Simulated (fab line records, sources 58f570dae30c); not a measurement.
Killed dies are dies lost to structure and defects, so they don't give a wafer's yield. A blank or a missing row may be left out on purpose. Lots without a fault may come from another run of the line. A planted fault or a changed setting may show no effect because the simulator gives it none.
Chamber matching | flow berkeley_cmos170 | UCB170_V2_CMP_02 on cmp-02: 4 sister chambers
The step polishes SiO2. 8 wafers are shown with their chamber, then 8 later ones without.

WAFERS WITH THEIR CHAMBER
wafer  | chamber | motor_current_A (A) | head_pressure_psi (psi)
L272.4 | 2       | 17.7                | 5.992
L276.1 | 3       | 16.6                | 6.014
L276.5 | 0       | 15.1                | 6.012
L276.6 | 1       | 18.0                | 5.987
L278.2 | 3       | 16.3                | 5.988
L278.3 | 2       | 17.2                | 6.009
L278.4 | 0       | 14.8                | 5.993
L285.2 | 1       | 17.0                | 6.002

WAFERS WITHOUT THEIR CHAMBER
wafer  | motor_current_A (A) | head_pressure_psi (psi)
L285.4 | 15.9                | 6.005
L285.5 | 15.6                | 5.993
L286.2 | 15.5                | 6.003
L286.3 | 18.3                | 6.005
L286.5 | 16.2                | 6.005
L292.2 | 16.4                | 6.016
L292.3 | 16.8                | 6.010
L292.6 | 18.2                | 6.031

WHICH CHAMBER EACH WENT THROUGH
wafer  | from the rows above          | in truth
L285.4 | can't be placed: 3 or 0      | 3
L285.5 | can't be placed: 0 or 3      | 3
L286.2 | can't be placed: 0 or 3      | 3
L286.3 | can't be placed: 2 or 1      | 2
L286.5 | 3                            | 3
L292.2 | can't be placed: 3 or 2 or 1 | 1
L292.3 | can't be placed: 3 or 2 or 1 | 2
L292.6 | can't be placed: 2 or 1 or 3 | 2
Placed correctly: 1 of 8. Can't be placed from these rows: 7 (the true chamber is among the candidates in 7). Placed wrongly: 0.
How it was worked out, from the rows above alone: a wafer's distance from a chamber is the root of the sum, over the readings, of the square of ((its reading less the chamber's mean) divided by the reading's scatter). The wafer belongs to the nearest chamber; if the next one is less than 2 further off, it can't be placed. A chamber's mean is the mean of its shown wafers. The scatter: the root of (the sum of the squares of (reading less its chamber's mean) over the shown wafers, divided by (wafers less chambers)).
